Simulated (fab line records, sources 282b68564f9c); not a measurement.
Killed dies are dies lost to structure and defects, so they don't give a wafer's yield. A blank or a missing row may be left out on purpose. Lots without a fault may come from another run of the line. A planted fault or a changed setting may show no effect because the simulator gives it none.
Split-lot experiment | flow rit_cmos | 5 lots, 23 wafers read, on a route of 202 steps

THE SPLIT
At RIT_PRETRO_COAT_01 (resist thk 1300 nm), the setting resist_thk_nm was moved away from the recipe's 1300 nm on 10 of the 23 wafers read, by -5.3% to +5.7%. The other wafers ran this setting at the recipe's value.

FROM THE SPLIT TO THE READING: what the file shows between them, 3 steps
- RIT_PRETRO_SOFTBAKE_02: time 60 s
- RIT_PRETRO_EXPOSE_03: exposes mask M5, target cd 43700 nm
- RIT_PRETRO_DEVELOP_05: develop time 68 s

THE READING
NOVOLAK_of_PRETRO_COAT_01.thk_nm (the simulator's own value, which no gauge read), in nm, at RIT_PRETRO_HARDBAKE_07 (time 120 s). The file gives no usual value for it. The 13 wafers here that ran the recipe average 1140 nm, standard deviation 1.8 nm.

wafer  | tool, chamber at the split | resist_thk_nm as run, nm | against the recipe | NOVOLAK_of_PRETRO_COAT_01.thk_nm, nm | against lot-mates on the recipe
L076.1 | litho_track-03, 0          | 1231                     | -5.3%              | 1081                                 | -60
L076.6 | litho_track-03, 0          | 1231                     | -5.3%              | 1081                                 | -60
L076.3 | litho_track-03, 0          | 1300                     | recipe             | 1142                                 | -
L076.4 | litho_track-03, 0          | 1231                     | -5.3%              | 1077                                 | -64
L076.5 | litho_track-03, 0          | 1300                     | recipe             | 1139                                 | -
L077.1 | litho_track-04, 0          | 1374                     | +5.7%              | 1201                                 | +62
L077.2 | litho_track-04, 0          | 1300                     | recipe             | 1139                                 | -
L077.3 | litho_track-04, 0          | 1300                     | recipe             | 1138                                 | -
L077.5 | litho_track-04, 0          | 1374                     | +5.7%              | 1200                                 | +62
L077.6 | litho_track-04, 0          | 1374                     | +5.7%              | 1202                                 | +64
L078.1 | litho_track-03, 0          | 1300                     | recipe             | 1143                                 | -
L078.2 | litho_track-03, 0          | 1300                     | recipe             | 1139                                 | -
L078.3 | litho_track-03, 0          | 1300                     | recipe             | 1140                                 | -
L082.2 | litho_track-04, 0          | 1300                     | recipe             | 1137                                 | -
L082.4 | litho_track-04, 0          | 1300                     | recipe             | 1137                                 | -
L082.3 | litho_track-04, 0          | 1240                     | -4.6%              | 1087                                 | -51
L082.5 | litho_track-04, 0          | 1240                     | -4.6%              | 1088                                 | -50
L082.6 | litho_track-04, 0          | 1300                     | recipe             | 1139                                 | -
L084.1 | litho_track-04, 0          | 1238                     | -4.8%              | 1088                                 | -53
L084.3 | litho_track-04, 0          | 1300                     | recipe             | 1139                                 | -
L084.4 | litho_track-04, 0          | 1300                     | recipe             | 1141                                 | -
L084.5 | litho_track-04, 0          | 1300                     | recipe             | 1142                                 | -
L084.6 | litho_track-04, 0          | 1238                     | -4.8%              | 1089                                 | -52

THE FIT
A straight line over all 23 wafers: NOVOLAK_of_PRETRO_COAT_01.thk_nm changes by +11 nm for each +1% of resist_thk_nm; r = +1.00; the points scatter about the line by 1.9 nm.
The same after taking each lot's own level away (the mean of its wafers on the recipe; 23 wafers): +11.1 nm for each +1%; r = +1.00; scatter 1.5 nm.
On that fit, the largest move of resist_thk_nm shifts the reading by 63 nm.
The lots' own levels span 1137.7 to 1140.7 nm, that is 1.6 times the standard deviation above.
So the lot-to-lot level changes the slope little: the two slopes agree.
Check: with one of the wafers moved furthest among these (+5.7%) left out of the fit, the line predicts +63.1 nm for it against its lot-mates. It came out at +62.5 nm against them.

OTHER SPLITS ON THESE WAFERS
These wafers also went through other splits before the reading. Each is held against what the fit with the lots' levels taken away leaves over:
other split on the same wafers   | wafers away from the commonest value | r with NOVOLAK_of_PRETRO_COAT_01.thk_nm (lot level and that fit taken away)
RIT_ACTIVE_EXPOSE_08 dose_mj     | 5                                    | -0.37
RIT_FOX2_OXIDATION_00 ox_time_s  | 10                                   | -0.12
RIT_NWELL_IMPLANT_08 energy_kev  | 10                                   | +0.03
RIT_NRETRO_COAT_01 resist_thk_nm | 9                                    | +0.05

THE WHOLE CHAIN: every reading that the file lists as answering this split, in the file's order
step                   | what it does       | reading                                                                           | change (the file's fit)              | r (the file's)
RIT_PRETRO_COAT_01     | resist thk 1300 nm | NOVOLAK_of_PRETRO_COAT_01.thk_nm (the simulator's own value, which no gauge read) | +12.9 nm for each +1% of the setting | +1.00
RIT_PRETRO_HARDBAKE_07 | time 120 s         | NOVOLAK_of_PRETRO_COAT_01.thk_nm (the simulator's own value, which no gauge read) | +11.1 nm for each +1% of the setting | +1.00

THE FILE'S OWN FIT
NOVOLAK_of_PRETRO_COAT_01.thk_nm changes by +11.1 nm for each +1% of resist_thk_nm, r = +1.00.
